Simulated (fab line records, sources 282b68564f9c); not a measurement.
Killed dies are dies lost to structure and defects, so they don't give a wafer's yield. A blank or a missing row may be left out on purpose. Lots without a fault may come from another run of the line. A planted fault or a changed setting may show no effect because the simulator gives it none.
fab line records | flow rit_cmos
record lots=6 wafers=18 last_day=7
route steps=202 shown NLDD@110 PLDD@114 SPACER@125 NSD@131 PSD@142 M1@202
lots that met no fault: from a run of the same line without faults
start_h: hours from the record's first day to the start of the lot's first wafer shown | wait_h: hours since the lot's step before | " the same as in the row above | L1.1+2: a row that stands for several wafers | - no value, or no start given | * or withheld: withheld | < > ~ a bound
route shown NAME@n: a module of which the file shows steps, and the number in the route of the first | usual: mean/standard deviation of fault-free wafers | same: alike in all rows | chamber/n: place in a boat | sites: the reading at each site | _std_site: their standard deviation | _edge_site: outer sites' mean less inner sites' | radius_mm: how far each site lies from the wafer's centre | mask NAME#n: copy n | behind: the tool/chamber that last shaped the wafer | hold: why the lot was held/for how many hours/how that ended | device: the transistor (n, p or np) that didn't switch | end of line: the same wafers' tests at the end of the route | a step without rows: its recipe alone | killed: dies lost to structure and defects at the first sort, not the wafer's yield | map: a wafer's dies, x killed, . not, _ none there
set.NAME: the setting as run; set.NAME@STEP: as run at that earlier step | model.NAME: the simulator's own value behind a step, which no gauge read
lots at some steps of the route; a table a step, a row a wafer
services: from which hour (start_h, from the record's first day; less than 0 if before it) a tool's chamber was out of use, for how many hours, and why
## steps
# step RIT_NLDD_HARDBAKE_07
# recipe resist=NOVOLAK temp_c=140 time_s=60
# step RIT_NLDD_IMPLANT_08
# recipe species=P energy_kev=20 dose_cm2=5e+14 tilt_deg=7
# step RIT_NLDD_STRIP_09
# recipe chemistry=O2 time_s=180 resist=NOVOLAK platen_temp_c=withheld power_w=500 pressure_mtorr=4000 o2_flow_sccm=4000
# usual drypump_motor_current_A=5.85/0.24
# columns lot.wafer tool chamber start_h wait_h drypump_motor_current_A rf_hours_counter_h
L179.1 plasma_asher-03 0 43.78 0.1 6.07 25
L179.3 " 1 " " 5.83 -
L179.4 " 0 " " 6.04 -
L180.1 plasma_asher-02 1 51.32 0.1 6.10 41
L180.2 " 0 " " 5.85 41
L180.5 " 0 " " 5.81 -
L185.1 plasma_asher-04 0 77.85 0.1 5.47 43
L185.3 " 0 " " 5.43 -
L185.6 " 0 " " 5.46 -
L186.1 plasma_asher-04 0 80.40 0.1 5.43 43
L186.2 " 1 " " 5.57 43
L186.4 " 1 " " 5.58 -
L201.3 plasma_asher-02 1 156.86 0.1 6.14 -
L201.4 " 0 " " 5.80 -
L201.5 " 0 " " 5.82 -
L202.1 plasma_asher-04 1 158.44 0.1 5.55 4
L202.2 " 0 " " 5.43 4
L202.3 " 1 " " 5.57 -
# step RIT_NLDD_TW_MEAS_10
# usual NLDD_TW=2466/27
# columns lot.wafer tool chamber start_h wait_h NLDD_TW
L179.1 film_metro-01 - 43.95 0.1 2454
L179.3 " - " " 2465
L179.4 " - " " 2455
L180.1 film_metro-02 - 51.49 0.1 2451
L180.2 " - " " 2473
L180.5 " - " " 2454
L185.1 film_metro-02 - 78.02 0.1 2471
L185.3 " - " " 2484
L185.6 " - " " 2459
L186.1 film_metro-03 - 80.57 0.1 2502
L186.2 " - " " 2504
L186.4 " - " " 2495
L201.3 film_metro-01 - 156.99 0.1 2428
L201.4 " - " " 2435
L201.5 " - " " 2442
L202.1 film_metro-03 - 158.61 0.1 2501
L202.2 " - " " 2515
L202.3 " - " " 2502
# step RIT_PLDD_HMDS_00
# recipe prime_time_s=60 prime_temp_c=140
# step RIT_PLDD_COAT_01
# recipe resist=NOVOLAK spin_rpm=3250 resist_thk_nm=1000
# step RIT_PLDD_SOFTBAKE_02
# recipe resist=NOVOLAK temp_c=90 time_s=60
# step RIT_PLDD_EXPOSE_03
# recipe mask_id=M8 na=0.57 target_cd_nm=40900 dose_mj=250
# step RIT_PLDD_PEB_04
# recipe resist=NOVOLAK temp_c=withheld time_s=withheld
# step RIT_PLDD_DEVELOP_05
# recipe resist=NOVOLAK develop_time_s=51.09 dev_temp_c=23
# step RIT_PLDD_OVL_MEAS_06
# usual PLDD_OVL=0.4/1.7
# columns lot.wafer tool chamber start_h wait_h PLDD_OVL[nm]
L179.1 overlay-01 - 44.99 - 0.7
L179.3 " - " " -0.2
L179.4 " - " " 4.5
L180.1 overlay-01 - 52.40 - 3.0
L180.2 " - " " 3.1
L180.5 " - " " 2.1
L185.1 overlay-02 - 79.05 - 1.2
L185.3 " - " " -1.4
L185.6 " - " " 1.1
L186.1 overlay-01 - 81.60 - 1.5
L186.2 " - " " 0.7
L186.4 " - " " -0.7
L201.3 overlay-01 - 157.98 - 2.2
L201.4 " - " " 2.2
L201.5 " - " " 0.1
L202.1 overlay-02 - 159.65 - -3.8
L202.2 " - " " -3.5
L202.3 " - " " -1.9
# step RIT_PLDD_HARDBAKE_07
# recipe resist=NOVOLAK temp_c=140 time_s=60
# step RIT_PLDD_IMPLANT_08
# recipe species=BF2 energy_kev=20 dose_cm2=9e+14 tilt_deg=7
# usual dose_ions_cm2=8.999e+14/1.1e+12 end_station_pressure_torr=7.3e-06/3.8e-07 faraday_current_uA=2819/55
# columns lot.wafer tool chamber start_h wait_h dose_ions_cm2 end_station_pressure_torr faraday_current_uA
L179.1 implanter-02 0 45.18 0.1 8.993e+14 7.3e-06 2869
L179.3 " 0 " " 8.998e+14 7e-06 2787
L179.4 " 0 " " 9.002e+14 7.3e-06 2893
L180.1 implanter-03 0 52.59 0.1 9.001e+14 7.3e-06 2869
L180.2 " 0 " " 9.017e+14 7.6e-06 2888
L180.5 " 0 " " 9e+14 7.7e-06 2856
L185.1 implanter-03 0 79.24 0.1 1.802e+14 5.2e-06 577
L185.3 " 0 " " 1.804e+14 5.2e-06 569
L185.6 " 0 " " 1.813e+14 5.3e-06 576
L186.1 implanter-03 0 81.79 0.1 1.785e+14 5.7e-06 569
L186.2 " 0 " " 1.805e+14 5.6e-06 568
L186.4 " 0 " " 1.806e+14 5.5e-06 571
L201.3 implanter-02 0 158.20 0.1 8.984e+14 7.6e-06 2819
L201.4 " 0 " " 8.987e+14 7.6e-06 2817
L201.5 " 0 " " 8.978e+14 7.3e-06 2920
L202.1 implanter-04 0 159.83 0.1 9.006e+14 7.7e-06 2730
L202.2 " 0 " " 9.017e+14 7.2e-06 2796
L202.3 " 0 " " 9.015e+14 7.4e-06 2960
# step RIT_PLDD_STRIP_09
# recipe chemistry=O2 time_s=180 resist=NOVOLAK platen_temp_c=withheld power_w=500 pressure_mtorr=4000 o2_flow_sccm=4000
# usual drypump_motor_current_A=5.94/0.22
# columns lot.wafer tool chamber start_h wait_h drypump_motor_current_A rf_hours_counter_h
L179.1 plasma_asher-02 0 45.33 0.1 5.84 40
L179.3 " 0 " " 5.80 -
L179.4 " 1 " " 6.15 -
L180.1 plasma_asher-03 0 52.74 0.1 6.07 26
L180.2 " 1 " " 5.77 26
L180.5 " 0 " " 6.07 -
L185.1 plasma_asher-02 0 79.39 0.1 5.81 44
L185.3 " 1 " " 6.15 -
L185.6 " 1 " " 6.12 -
L186.1 plasma_asher-02 0 81.94 0.1 5.82 44
L186.2 " 1 " " 6.18 44
L186.4 " 0 " " 5.84 -
L201.3 plasma_asher-03 0 158.36 0.1 6.07 -
L201.4 " 1 " " 5.80 -
L201.5 " 0 " " 6.06 -
L202.1 plasma_asher-02 1 159.98 0.1 6.13 52
L202.2 " 0 " " 5.84 52
L202.3 " 0 " " 5.82 -
# step RIT_PLDD_TW_MEAS_10
# usual PLDD_TW=2328/25
# columns lot.wafer tool chamber start_h wait_h PLDD_TW
L179.1 film_metro-02 - 45.51 0.1 2327
L179.3 " - " " 2323
L179.4 " - " " 2313
L180.1 film_metro-02 - 52.92 0.1 2321
L180.2 " - " " 2322
L180.5 " - " " 2323
L185.1 film_metro-01 - 79.57 0.1 1452
L185.3 " - " " 1448
L185.6 " - " " 1456
L186.1 film_metro-02 - 82.12 0.1 1501
L186.2 " - " " 1498
L186.4 " - " " 1493
L201.3 film_metro-02 - 158.50 0.1 2339
L201.4 " - " " 2336
L201.5 " - " " 2351
L202.1 film_metro-03 - 160.16 0.1 2364
L202.2 " - " " 2346
L202.3 " - " " 2357
# step RIT_SPACER_CLEAN_00
# recipe chemistry=SC1 mix=3:3:50 time_s=600 temp_c=75
# step RIT_SPACER_CLEAN_01
# recipe chemistry=dHF dilution=50:1 time_s=30
# step RIT_SPACER_CLEAN_02
# recipe chemistry=SC2 mix=3:3:50 time_s=600 temp_c=75 dry=n2_spin
# step RIT_SPACER_CVD_03
# recipe material=Si3N4 target_thk_nm=250 temp_c=810 precursor=SiH2Cl2/NH3 time_s=3300 pressure_mtorr=300 sih2cl2_flow_sccm=60 nh3_flow_sccm=150
# step RIT_SPACER_THK_MEAS_04
# recipe reads=Si3N4_of_SPACER_CVD_03
# usual SPACER_NITRIDE_THK=248.9/2.4
# columns lot.wafer tool chamber start_h wait_h SPACER_NITRIDE_THK[nm]
L179.1 film_metro-02 - 47.85 0.0 250.3
L179.3 " - " " 248.2
L179.4 " - " " 250.9
L180.1 film_metro-04 - 55.29 0.0 249.3
L180.2 " - " " 249.7
L180.5 " - " " 249.6
L185.1 film_metro-04 - 82.64 0.0 247.5
L185.3 " - " " 247.9
L185.6 " - " " 247.1
L186.1 film_metro-04 - 85.29 0.0 247.6
L186.2 " - " " 250.2
L186.4 " - " " 250.8
L201.3 film_metro-01 - 160.86 0.0 248.4
L201.4 " - " " 246.9
L201.5 " - " " 247.0
L202.1 film_metro-04 - 162.50 0.0 247.5
L202.2 " - " " 246.1
L202.3 " - " " 247.7
# step RIT_SPACER_ETCHBACK_05
# recipe target_depth_a=2500 SF6_flow_sccm=30 CHF3_flow_sccm=30 target=Si3N4 chemistry=SF6/CHF3 pressure_mtorr=40 rf_w=250 time_s=240 stop_on=SiO2
# usual drypump_motor_current_A=5.6/0.3 oes_product_au=0.849/0.016 throttle_valve_pct=10.24/0.15
# columns lot.wafer tool chamber start_h wait_h drypump_motor_current_A oes_product_au rf_hours_counter_h throttle_valve_pct
L179.1 rie_diel-01 2 47.91 0.1 6.0 0.846 91 10.49
L179.3 " 0 " " 5.8 0.862 100 10.32
L179.4 " 1 " " 5.4 0.876 115 10.04
L180.1 rie_diel-04 3 55.35 0.1 5.5 0.867 100 10.16
L180.2 " 0 " " 5.8 0.861 137 10.02
L180.5 " 0 " " 5.8 0.856 - 10.03
L185.1 rie_diel-04 0 82.70 0.1 5.8 0.852 138 10.01
L185.3 " 1 " " 5.8 0.846 62 10.33
L185.6 " 0 " " 5.8 0.840 - 10.01
L186.1 rie_diel-01 1 85.35 0.1 5.4 0.862 116 10.04
L186.2 " 2 " " 6.1 0.848 92 10.45
L186.4 " 1 " " 5.4 0.870 - 10.05
L201.3 rie_diel-04 2 160.90 0.0 5.4 0.827 71 10.10
L201.4 " 0 " " 5.8 0.849 139 10.02
L201.5 " 3 " " 5.5 0.863 - 10.15
L202.1 rie_diel-04 1 162.56 0.1 5.8 0.843 64 10.31
L202.2 " 0 " " 5.8 0.850 140 10.02
L202.3 " 3 " " 5.5 0.863 103 10.14
# step RIT_NSD_HMDS_00
# recipe prime_time_s=60 prime_temp_c=140
# step RIT_NSD_COAT_01
# recipe resist=NOVOLAK spin_rpm=3250 resist_thk_nm=989.5
# step RIT_NSD_SOFTBAKE_02
# recipe resist=NOVOLAK temp_c=90 time_s=60
# step RIT_NSD_EXPOSE_03
# recipe mask_id=M9 na=0.57 target_cd_nm=40700 dose_mj=250
# step RIT_NSD_PEB_04
# recipe resist=NOVOLAK temp_c=withheld time_s=withheld
# step RIT_NSD_DEVELOP_05
# recipe resist=NOVOLAK develop_time_s=50 dev_temp_c=23
# step RIT_NSD_OVL_MEAS_06
# usual NSD_OVL=0.1/1.5
# columns lot.wafer tool chamber start_h wait_h NSD_OVL[nm]
L179.1 overlay-01 - 48.91 - 0.5
L179.3 " - " " 0.6
L179.4 " - " " 0.1
L180.1 overlay-01 - 56.35 - 1.1
L180.2 " - " " -0.9
L180.5 " - " " 1.5
L185.1 overlay-01 - 83.70 - 0.0
L185.3 " - " " 1.4
L185.6 " - " " -0.2
L186.1 overlay-01 - 86.48 - 1.2
L186.2 " - " " -0.7
L186.4 " - " " 0.3
L201.3 overlay-01 - 162.04 - 0.8
L201.4 " - " " 1.7
L201.5 " - " " 0.0
L202.1 overlay-01 - 163.61 - -1.3
L202.2 " - " " -0.8
L202.3 " - " " -2.2
# step RIT_NSD_HARDBAKE_07
# recipe resist=NOVOLAK temp_c=140 time_s=60
# step RIT_NSD_IMPLANT_08
# recipe species=P energy_kev=25 dose_cm2=1e+15 tilt_deg=7
# step RIT_NSD_STRIP_09
# recipe chemistry=O2 time_s=180 resist=NOVOLAK platen_temp_c=withheld power_w=500 pressure_mtorr=4000 o2_flow_sccm=4000
# usual drypump_motor_current_A=5.8/0.32
# columns lot.wafer tool chamber start_h wait_h drypump_motor_current_A rf_hours_counter_h
L179.1 plasma_asher-01 0 49.25 0.1 6.2 41
L179.3 " 0 " " 6.2 -
L179.4 " 1 " " 5.5 -
L180.1 plasma_asher-01 1 56.69 0.1 5.5 42
L180.2 " 0 " " 6.2 42
L180.5 " 1 " " 5.5 -
L185.1 plasma_asher-04 1 84.04 0.1 5.6 43
L185.3 " 0 " " 5.5 -
L185.6 " 0 " " 5.4 -
L186.1 plasma_asher-04 1 86.81 0.1 5.6 43
L186.2 " 0 " " 5.5 43
L186.4 " 1 " " 5.6 -
L201.3 plasma_asher-02 0 162.42 0.1 5.8 -
L201.4 " 1 " " 6.1 -
L201.5 " 0 " " 5.8 -
L202.1 plasma_asher-02 0 163.95 0.1 5.9 53
L202.2 " 1 " " 6.2 53
L202.3 " 1 " " 6.2 -
# step RIT_NSD_TW_MEAS_10
# usual NSD_TW=3091/33
# columns lot.wafer tool chamber start_h wait_h NSD_TW
L179.1 film_metro-01 - 49.42 0.1 3054
L179.3 " - " " 3063
L179.4 " - " " 3034
L180.1 film_metro-03 - 56.86 0.1 3107
L180.2 " - " " 3118
L180.5 " - " " 3116
L185.1 film_metro-01 - 84.21 0.1 3065
L185.3 " - " " 3069
L185.6 " - " " 3060
L186.1 film_metro-01 - 86.99 0.1 3057
L186.2 " - " " 3086
L186.4 " - " " 3087
L201.3 film_metro-03 - 162.56 0.1 3146
L201.4 " - " " 3125
L201.5 " - " " 3141
L202.1 film_metro-01 - 164.12 0.1 3051
L202.2 " - " " 3059
L202.3 " - " " 3060
# step RIT_PSD_HMDS_00
# recipe prime_time_s=60 prime_temp_c=140
# step RIT_PSD_COAT_01
# recipe resist=NOVOLAK spin_rpm=3250 resist_thk_nm=1000
# step RIT_PSD_SOFTBAKE_02
# recipe resist=NOVOLAK temp_c=90 time_s=60
# step RIT_PSD_EXPOSE_03
# recipe mask_id=M10 na=0.57 target_cd_nm=40900 dose_mj=250
# step RIT_PSD_PEB_04
# recipe resist=NOVOLAK temp_c=withheld time_s=withheld
# step RIT_PSD_DEVELOP_05
# recipe resist=NOVOLAK develop_time_s=50 dev_temp_c=23
# step RIT_PSD_OVL_MEAS_06
# usual PSD_OVL=0.4/1.3
# columns lot.wafer tool chamber start_h wait_h PSD_OVL[nm]
L179.1 overlay-02 - 50.66 - -0.7
L179.3 " - " " -1.4
L179.4 " - " " 1.0
L180.1 overlay-02 - 57.82 - 2.0
L180.2 " - " " 2.4
L180.5 " - " " 1.7
L185.1 overlay-01 - 85.12 - -1.3
L185.3 " - " " 0.1
L185.6 " - " " -0.2
L186.1 overlay-02 - 87.90 - -0.4
L186.2 " - " " -0.2
L186.4 " - " " 0.7
L201.3 overlay-02 - 163.58 - 1.6
L201.4 " - " " 0.0
L201.5 " - " " 0.9
L202.1 overlay-01 - 165.03 - -0.3
L202.2 " - " " -1.1
L202.3 " - " " 0.5
# step RIT_PSD_HARDBAKE_07
# recipe resist=NOVOLAK temp_c=140 time_s=60
# step RIT_PSD_IMPLANT_08
# recipe species=BF2 energy_kev=27.45 dose_cm2=5e+15 tilt_deg=7
# step RIT_PSD_STRIP_09
# recipe chemistry=O2 time_s=180 resist=NOVOLAK platen_temp_c=withheld power_w=500 pressure_mtorr=4000 o2_flow_sccm=4000
# usual drypump_motor_current_A=5.72/0.28
# columns lot.wafer tool chamber start_h wait_h drypump_motor_current_A rf_hours_counter_h
L179.1 plasma_asher-04 1 51.00 0.1 5.59 40
L179.3 " 0 " " 5.46 -
L179.4 " 1 " " 5.60 -
L180.1 plasma_asher-04 0 58.15 0.1 5.39 40
L180.2 " 1 " " 5.58 40
L180.5 " 1 " " 5.57 -
L185.1 plasma_asher-03 0 85.46 0.1 6.05 29
L185.3 " 0 " " 6.03 -
L185.6 " 1 " " 5.81 -
L186.1 plasma_asher-03 0 88.23 0.1 6.02 29
L186.2 " 1 " " 5.79 29
L186.4 " 1 " " 5.81 -
L201.3 plasma_asher-01 0 163.96 0.1 6.23 -
L201.4 " 1 " " 5.56 -
L201.5 " 0 " " 6.25 -
L202.1 plasma_asher-04 1 165.37 0.1 5.56 5
L202.2 " 0 " " 5.39 5
L202.3 " 1 " " 5.58 -
# step RIT_SDANNEAL_RS_MEAS_06
# recipe thk_meas_gauge=four-point-probe
# usual PLDD_RS=178.5/0.53
# columns lot.wafer tool chamber start_h wait_h PLDD_RS[ohm/sq]
L179.1 film_metro-01 - 51.96 0.1 179.0
L179.3 " - " " 178.8
L179.4 " - " " 179.8
L180.1 film_metro-01 - 59.07 0.1 178.3
L180.2 " - " " 178.2
L180.5 " - " " 178.8
L185.1 film_metro-03 - 86.38 0.1 602.8
L185.3 " - " " 607.6
L185.6 " - " " 590.7
L186.1 film_metro-03 - 89.17 0.1 563.5
L186.2 " - " " 575.7
L186.4 " - " " 570.5
L201.3 film_metro-02 - 164.86 0.1 178.8
L201.4 " - " " 178.7
L201.5 " - " " 178.7
L202.1 film_metro-03 - 166.44 0.1 178.1
L202.2 " - " " 178.2
L202.3 " - " " 178.0
# step RIT_M1_PROBE_99
# usual killed_at_M0_to_M3=0.0/0.16 killed_at_front_end=7.2/2.5 killed_dies=7.3/2.5 killed_on_rim=2.0/1.4 killed_open=3.8/1.9 killed_short=3.5/1.8
# same gross_dies=264 killed_at_M4_up=0 killed_at_back_side=0 killed_at_contacts=0 killed_at_other=0
# columns lot.wafer tool chamber start_h wait_h killed_at_M0_to_M3 killed_at_front_end killed_dies killed_on_rim killed_open killed_short
L179.1 prober-02 - 59.38 0.1 0 10 10 4 6 4
L179.3 prober-02 - 59.48 0.2 0 8 8 2 3 5
L179.4 prober-02 - 59.53 0.2 0 4 4 1 2 2
L185.1 prober-01 - 93.54 0.1 1 7 8 2 3 5
L185.3 prober-01 - 93.64 0.2 0 10 10 5 5 5
L185.6 prober-01 - 93.79 0.2 0 6 6 3 2 4
L186.1 prober-02 - 96.18 0.1 0 8 8 2 5 3
L186.2 prober-02 - 96.23 0.1 0 6 6 1 3 3
L186.4 prober-02 - 96.33 0.2 0 3 3 0 1 1
L202.1 prober-01 - 173.80 0.1 0 4 4 1 3 1
L202.2 prober-01 - 173.85 0.1 0 12 12 1 7 5
L202.3 prober-01 - 173.90 0.2 0 12 12 4 3 9
# killed by level:class
L179.1 GATE:geometric_particle:open=3 FOX1:geometric_particle:open=2 FOX1:geometric_particle:short=1 GATE:geometric_particle:short=1 SPACER:geometric_particle:short=1 SILICIDE:geometric_particle:short=1 SILICIDE:geometric_particle:open=1
L179.3 FOX1:geometric_particle:short=2 REOX:geometric_particle:open=2 GATE:geometric_particle:short=1 GATE:geometric_particle:open=1 REOX:geometric_particle:short=1 SILICIDE:geometric_particle:short=1
L179.4 GATE:geometric_particle:open=1 GATE:geometric_particle:short=1 SILICIDE:geometric_particle:short=1 SILICIDE:geometric_particle:open=1
L185.1 FOX2:geometric_particle:short=2 GATE:geometric_particle:short=1 GATE:geometric_particle:open=1 REOX:geometric_particle:open=1 SILICIDE:geometric_particle:open=1 SILICIDE:geometric_particle:short=1 M1:geometric_particle:short=1
L185.3 GATE:geometric_particle:open=3 SILICIDE:geometric_particle:short=2 FOX2:geometric_particle:short=1 GATE:geometric_particle:short=1 REOX:geometric_particle:short=1 REOX:geometric_particle:open=1 SILICIDE:geometric_particle:open=1
L185.6 FOX1:geometric_particle:short=2 GATE:geometric_particle:short=1 GATE:geometric_particle:open=1 SPACER:geometric_particle:open=1 SILICIDE:geometric_particle:short=1
L186.1 SILICIDE:geometric_particle:open=5 FOX2:geometric_particle:short=1 SPACER:geometric_particle:short=1 SILICIDE:geometric_particle:short=1
L186.2 FOX1:geometric_particle:open=2 GATE:geometric_particle:short=2 SPACER:geometric_particle:short=1 SILICIDE:geometric_particle:open=1
L186.4 FOX1:geometric_particle:open=1 SILICIDE:geometric_particle:short=1 GATE:coat_microbubble_printed=1
L202.1 SPACER:geometric_particle:open=2 FOX2:geometric_particle:short=1 SILICIDE:geometric_particle:open=1
L202.2 SPACER:geometric_particle:open=3 GATE:geometric_particle:short=2 SPACER:geometric_particle:short=2 FOX1:geometric_particle:open=1 FOX1:geometric_particle:short=1 FOX2:geometric_particle:open=1 GATE:geometric_particle:open=1 REOX:geometric_particle:open=1
L202.3 GATE:geometric_particle:short=3 REOX:geometric_particle:short=2 SILICIDE:geometric_particle:short=2 FOX1:geometric_particle:short=1 GATE:geometric_particle:open=1 REOX:geometric_particle:open=1 SPACER:geometric_particle:open=1 SPACER:geometric_particle:short=1
## services
# columns tool chamber start_h hours kind
rie_diel-04 2 22.35 9.7 repair
rie_diel-04 - 23.37 14.6 pm
plasma_asher-03 - 24.30 2.2 repair
implanter-04 - 44.46 2.6 repair
implanter-02 - 49.55 4.1 pm
rie_diel-01 - 70.58 2.8 pm
rie_diel-01 3 79.01 14.1 repair
plasma_asher-02 - 79.75 1.5 repair
plasma_asher-03 - 80.05 2.8 pm
plasma_asher-01 - 86.60 2.0 repair
plasma_asher-04 - 108.75 9.0 pm
plasma_asher-04 0 108.75 9.0 vent_cycle
plasma_asher-04 1 108.75 9.0 vent_cycle
plasma_asher-04 0 117.75 - clean
plasma_asher-04 1 117.75 - clean
implanter-04 - 125.63 4.2 pm
implanter-03 - 128.68 36.5 repair
implanter-04 - 133.28 2.0 repair
## key
first_sign step=RIT_PLDD_IMPLANT_08 reading=dose_ions_cm2 direction=down sigmas=99+ usual=8.999e+14 struck=1.803e+14
effect step=RIT_PLDD_IMPLANT_08 reading=faraday_current_uA direction=down sigmas=41 usual=2819 struck=572
effect step=RIT_PLDD_TW_MEAS_10 reading=PLDD_TW direction=down sigmas=34 usual=2328 struck=1475
effect step=RIT_SDANNEAL_RS_MEAS_06 reading=PLDD_RS direction=up sigmas=99+ usual=178.5 struck=585.1
met_at RIT_PLDD_IMPLANT_08
struck_wafers L185.1,L185.3,L185.6,L186.1,L186.2,L186.4
tester_left_out L185,L186
onset_between 52.59 79.24
fault kind=process_parameter_drift tool=implanter-03 chamber=- onset_h=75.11 steps=RIT_PLDD_IMPLANT_08 channel=dose_cm2 offset=-7.2e+14 shape=step end_h=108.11 acts_in=these_recipes_only stated=9e+14
# tester_left_out: of these lots the tester's yield and bins aren't shown, on N5 and GAA mostly nor the transistor test; their killed dies are dies lost to structure and defects alone, not to doping, threshold or leakage, so they don't give the yield
